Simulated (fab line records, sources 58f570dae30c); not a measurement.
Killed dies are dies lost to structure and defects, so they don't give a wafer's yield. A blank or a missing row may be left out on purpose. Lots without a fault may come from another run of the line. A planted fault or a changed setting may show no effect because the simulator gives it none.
Split-lot experiment | flow berkeley_cmos170 | 5 lots, 23 wafers read, on a route of 331 steps

THE SPLIT
At UCB170_PWELL_CVD_05 (deposits Si3N4 from SiH2Cl2/NH3, target thk 220 nm, time 3300 s), the setting temp_c was moved away from the recipe's 800 C on 20 of the 23 wafers read, by -1.9% to -0.8%. The other wafers ran this setting at the recipe's value.

FROM THE SPLIT TO THE READING: what the file shows between them, 4 steps
- UCB170_PWELL_THK_MEAS_06
- UCB170_PWELL_HMDS_07: prime time 60 s
- UCB170_PWELL_COAT_08: resist thk 900 nm
- UCB170_PWELL_DEVELOP_12: develop time 45 s

THE READING
oes_product_au, in a.u., at UCB170_PWELL_ETCH_14 (etches Si3N4 in CH3F/Ar/O2, stops on SiO2, target depth 242 nm, time 151 s). Fault-free wafers of this fab line usually give 0.936 a.u., standard deviation 0.012 a.u..

wafer  | tool, chamber at the split | temp_c as run, C | against the recipe | oes_product_au, a.u. | against lot-mates on the recipe
L074.1 | -, -                       | 786.2            | -1.7%              | 0.808                | no lot-mate on the recipe
L074.2 | -, -                       | 786.2            | -1.7%              | 0.794                | no lot-mate on the recipe
L074.4 | -, -                       | 786.2            | -1.7%              | 0.787                | no lot-mate on the recipe
L074.5 | -, -                       | 786.2            | -1.7%              | 0.799                | no lot-mate on the recipe
L074.6 | -, -                       | 786.2            | -1.7%              | 0.804                | no lot-mate on the recipe
L076.2 | lpcvd-02, 0                | 800              | recipe             | 0.936                | -
L076.3 | lpcvd-02, 0                | 800              | recipe             | 0.947                | -
L076.6 | lpcvd-02, 0                | 800              | recipe             | 0.957                | -
L075.1 | -, -                       | 792.7            | -0.9%              | 0.863                | no lot-mate on the recipe
L075.2 | -, -                       | 792.7            | -0.9%              | 0.862                | no lot-mate on the recipe
L075.3 | -, -                       | 792.7            | -0.9%              | 0.855                | no lot-mate on the recipe
L075.4 | -, -                       | 792.7            | -0.9%              | 0.878                | no lot-mate on the recipe
L075.5 | -, -                       | 792.7            | -0.9%              | 0.877                | no lot-mate on the recipe
L079.1 | -, -                       | 793.8            | -0.8%              | 0.862                | no lot-mate on the recipe
L079.3 | -, -                       | 793.8            | -0.8%              | 0.882                | no lot-mate on the recipe
L079.4 | -, -                       | 793.8            | -0.8%              | 0.878                | no lot-mate on the recipe
L079.5 | -, -                       | 793.8            | -0.8%              | 0.872                | no lot-mate on the recipe
L079.6 | -, -                       | 793.8            | -0.8%              | 0.864                | no lot-mate on the recipe
L082.1 | -, -                       | 784.6            | -1.9%              | 0.802                | no lot-mate on the recipe
L082.2 | -, -                       | 784.6            | -1.9%              | 0.801                | no lot-mate on the recipe
L082.3 | -, -                       | 784.6            | -1.9%              | 0.803                | no lot-mate on the recipe
L082.4 | -, -                       | 784.6            | -1.9%              | 0.788                | no lot-mate on the recipe
L082.5 | -, -                       | 784.6            | -1.9%              | 0.805                | no lot-mate on the recipe

THE FIT
A straight line over all 23 wafers: oes_product_au changes by +0.0767 a.u. for each +1% of temp_c; r = +0.98; the points scatter about the line by 0.011 a.u..
Too few moved wafers have a lot-mate on the recipe to fit a line with each lot's own level taken away.

THE WHOLE CHAIN: every reading that the file lists as answering this split, in the file's order
step                     | what it does                                                               | reading                                                                       | change (the file's fit)                  | r (the file's)
UCB170_PWELL_CVD_05      | deposits Si3N4 from SiH2Cl2/NH3, target thk 220 nm, time 3300 s            | Si3N4_of_PWELL_CVD_05.thk_nm (the simulator's own value, which no gauge read) | +29.9 nm for each +1% of the setting     | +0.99
UCB170_PWELL_THK_MEAS_06 |                                                                            | PWELL_NITRIDE_THK                                                             | +29.9 for each +1% of the setting        | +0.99
UCB170_PWELL_ETCH_14     | etches Si3N4 in CH3F/Ar/O2, stops on SiO2, target depth 242 nm, time 151 s | oes_product_au                                                                | +0.0768 a.u. for each +1% of the setting | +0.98
UCB170_PWELL_ETCH_14     | etches Si3N4 in CH3F/Ar/O2, stops on SiO2, target depth 242 nm, time 151 s | etch.depth_nm (the simulator's own value, which no gauge read)                | +30.4 nm for each +1% of the setting     | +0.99

THE FILE'S OWN FIT
oes_product_au changes by +0.0768 a.u. for each +1% of temp_c, r = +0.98.
